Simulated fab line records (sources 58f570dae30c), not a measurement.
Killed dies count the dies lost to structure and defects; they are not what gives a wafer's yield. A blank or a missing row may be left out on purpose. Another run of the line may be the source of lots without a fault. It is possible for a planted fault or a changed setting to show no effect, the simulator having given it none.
Chamber matching    flow berkeley-cmos170    UCB170_ACTIVE_ETCH_15 on rie-diel-03 has 4 sister chambers
The step etches Si3N4 in CH3F/Ar/O2, stops on SiO2, target depth 242 nm, time 151 s. 4 wafers are shown with their chamber, then 9 later ones without.

== WAFERS WITH THEIR CHAMBER ==
wafer   chamber  throttle-valve-pct (%)
L077.1  0        8.22
L088.2  2        8.00
L090.2  1        7.90
L090.4  3        7.98

== WAFERS MISSING THEIR CHAMBER ==
wafer   throttle-valve-pct (%)
L091.2  7.89
L091.3  8.00
L091.6  7.98
L092.1  7.97
L092.2  7.99
L092.5  7.89
L095.2  7.88
L095.5  8.00
L095.6  7.87

== CHAMBER TAKEN BY EACH ==
wafer   from the rows above      in truth
L091.2  1                        1
L091.3  can't be placed: 2 or 3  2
L091.6  can't be placed: 3 or 2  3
L092.1  can't be placed: 3 or 2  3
L092.2  can't be placed: 2 or 3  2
L092.5  1                        1
L095.2  1                        1
L095.5  can't be placed: 2 or 3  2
L095.6  1                        1
Correct placement for 4 of the 9. These rows do not allow placing 5 (true chamber among the candidates in 5). Wrongly placed: 0.
How it was worked out, from the rows above alone: a wafer's distance from a chamber is the root of the sum, over the readings, of the square of ((its reading less the chamber's mean) divided by the reading's scatter). The wafer belongs to the nearest chamber; if the next one is less than 2 further off, it can't be placed. For every chamber, the mean is computed from those of its wafers that are shown. The scatter (one wafer shown for each chamber): square how far every hidden wafer sits from the nearest shown wafer, average those squares and take the square root.
